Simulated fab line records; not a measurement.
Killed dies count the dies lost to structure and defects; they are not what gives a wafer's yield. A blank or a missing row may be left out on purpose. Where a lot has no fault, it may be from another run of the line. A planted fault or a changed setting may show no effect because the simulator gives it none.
One fault through the eyes of 2 desks || flow berkeley_cmos170 || each desk has only its own numbers; what lay behind them comes last

## AT THE TOOL OWNER'S DESK: plasma_asher-04
The tool's own readings at UCB170_PSD_STRIP_09 (strips in O2): means of the sampled wafers that have a number, for each lot that ran on this tool. A lot is out of limits, marked OUT, if its mean lies more than 4 standard deviations from the usual mean; the brackets give that distance.
Columns: A = chamber_pressure_mTorr at UCB170_PSD_STRIP_09, usual 3500 mTorr; B = drypump_motor_current_A at UCB170_PSD_STRIP_09, usual 5.9 A; C = oes_product_au at UCB170_PSD_STRIP_09, usual 0.600 a.u.; D = strip_time_to_endpoint_s at UCB170_PSD_STRIP_09, usual 29.40 s
{"lot": "L723", "first seen here": "day 8 03:12", "A": 3500, "B": 5.7, "C": 0.599, "D": 29.31}
{"lot": "L722", "first seen here": "day 8 03:34", "A": 3499, "B": 5.8, "C": 0.601, "D": 29.28}
{"lot": "L725", "first seen here": "day 8 16:20", "A": 3500, "B": 5.8, "C": 0.600, "D": 29.45}
{"lot": "L727", "first seen here": "day 9 05:52", "A": 3500, "B": 5.7, "C": 0.597, "D": 29.53}
{"lot": "L731", "first seen here": "day 9 16:32", "A": 3502, "B": 5.7, "C": 0.597, "D": 29.46}
{"lot": "L737", "first seen here": "day 11 00:06", "A": 3497, "B": 5.7, "C": "0.436 (-33) OUT", "D": "-"}
This desk finds L737 out of limits, L737 being first, at day 11 00:06 (oes_product_au at UCB170_PSD_STRIP_09). Within limits: L723, L722, L725, L727, L731.

## THE METROLOGY DESK
Lot by lot, what the gauges showed, no matter which tool ran the lot: averages of those sampled wafers that carry a number. A lot is out of limits, marked OUT, if its mean lies more than 4 standard deviations from the usual mean; the brackets give that distance.
Columns: A = NSD_TW at UCB170_NSD_TW_MEAS_10, usual 4176
{"lot": "L721", "first seen here": "day 7 18:05", "A": 4109}
{"lot": "L723", "first seen here": "day 8 05:34", "A": 4182}
{"lot": "L722", "first seen here": "day 8 05:52", "A": 4193}
{"lot": "L724", "first seen here": "day 8 17:53", "A": 4164}
{"lot": "L726", "first seen here": "day 8 18:18", "A": 4199}
{"lot": "L725", "first seen here": "day 8 18:52", "A": 4158}
{"lot": "L727", "first seen here": "day 9 07:47", "A": 4184}
{"lot": "L728", "first seen here": "day 9 08:37", "A": 4167}
{"lot": "L731", "first seen here": "day 9 18:44", "A": 4195}
{"lot": "L729", "first seen here": "day 9 19:02", "A": 4199}
{"lot": "L733", "first seen here": "day 10 11:25", "A": 4185}
{"lot": "L737", "first seen here": "day 11 02:22", "A": "30 (-99 or more) OUT"}
{"lot": "L742", "first seen here": "day 12 07:24", "A": 4195}
This desk's result: L737 out of limits, first on L737 (NSD_TW at UCB170_NSD_TW_MEAS_10), day 11 02:22. Within limits: L721, L723, L722, L724, L726, L725, L727, L728, L731, L729, L733, L742.

## ALL TOGETHER
An alarm could have come from the tool owner's desk at day 11 00:06, on L737.
At day 11 02:22 the metrology desk could have sounded an alarm, on L737.
Every lot named ran UCB170_PSD_STRIP_09 on plasma_asher-04.

## WHAT HAD BEEN PUT IN BY THE SIMULATOR
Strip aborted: plasma_asher-04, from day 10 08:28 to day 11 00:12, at UCB170_PSD_STRIP_09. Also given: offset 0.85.
Shown lots that were struck: L737.
Time in hours from fault onset to the first out-of-limits reading at each desk: tool owner's desk 16, metrology desk 18.
